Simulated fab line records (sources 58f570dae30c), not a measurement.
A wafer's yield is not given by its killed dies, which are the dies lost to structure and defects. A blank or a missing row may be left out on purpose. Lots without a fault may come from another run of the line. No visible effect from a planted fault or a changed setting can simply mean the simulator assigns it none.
2 desks, one fault -- flow berkeley-cmos170 -- what lay behind the numbers comes last; until then each desk has only its own

== DESK OF THE TOOL OWNER: lpcvd-02 ==
The tool's own readings at UCB170_NWELL_CVD_04 (deposits Si3N4 from SiH2Cl2/NH3, target thk 224 nm, time 3360 s): means of the sampled wafers that have a number, for each lot that ran on this tool. The brackets show how far a lot's mean lies from the usual mean; more than 4 standard deviations puts the lot out of limits, marked OUT.
Columns: A = pressure-mtorr at UCB170_NWELL_CVD_04, usual 200.0 mTorr; B = zone-power-source-pct at UCB170_NWELL_CVD_04, usual 21.5 %
lot,first seen here,A,B
L270,day 2 01:26,200.0,20.7
L272,day 2 20:59,200.5,24.1
L274,day 3 08:05,199.7,24.6
L279,day 4 07:27,200.4,24.2
L280,day 4 13:13,200.1,20.6
L282,day 4 21:44,199.5,24.1
Result from this desk: across the 6 lots, nothing is out of limits.

== METROLOGY DESK ==
Means of the sampled wafers that have a number, per lot and without regard to the tool the lot ran on: this is what the gauges read. The brackets show how far a lot's mean lies from the usual mean; more than 4 standard deviations puts the lot out of limits, marked OUT.
Columns: A = M2_OVL at UCB170_M2_OVL_MEAS_16, usual 6 nm
lot,first seen here,A
L270,day 8 09:40,1
L272,day 8 18:07,7
L271,day 8 18:22,-2
L273,day 9 12:37,6
L274,day 9 12:44,1
L280,day 10 13:04,-0
L279,day 10 14:16,11
L282,day 10 14:41,3
L276,day 10 14:49,9
L287,day 12 03:16,14
L288,day 12 04:32,2
L286,day 12 04:47,12
Result from this desk: across the 12 lots, nothing is out of limits.

== BROUGHT TOGETHER ==
Nothing out of limits was seen by the tool owner's desk.
The metrology desk saw nothing out of limits.

== WHAT THE SIMULATOR HAD INSERTED ==
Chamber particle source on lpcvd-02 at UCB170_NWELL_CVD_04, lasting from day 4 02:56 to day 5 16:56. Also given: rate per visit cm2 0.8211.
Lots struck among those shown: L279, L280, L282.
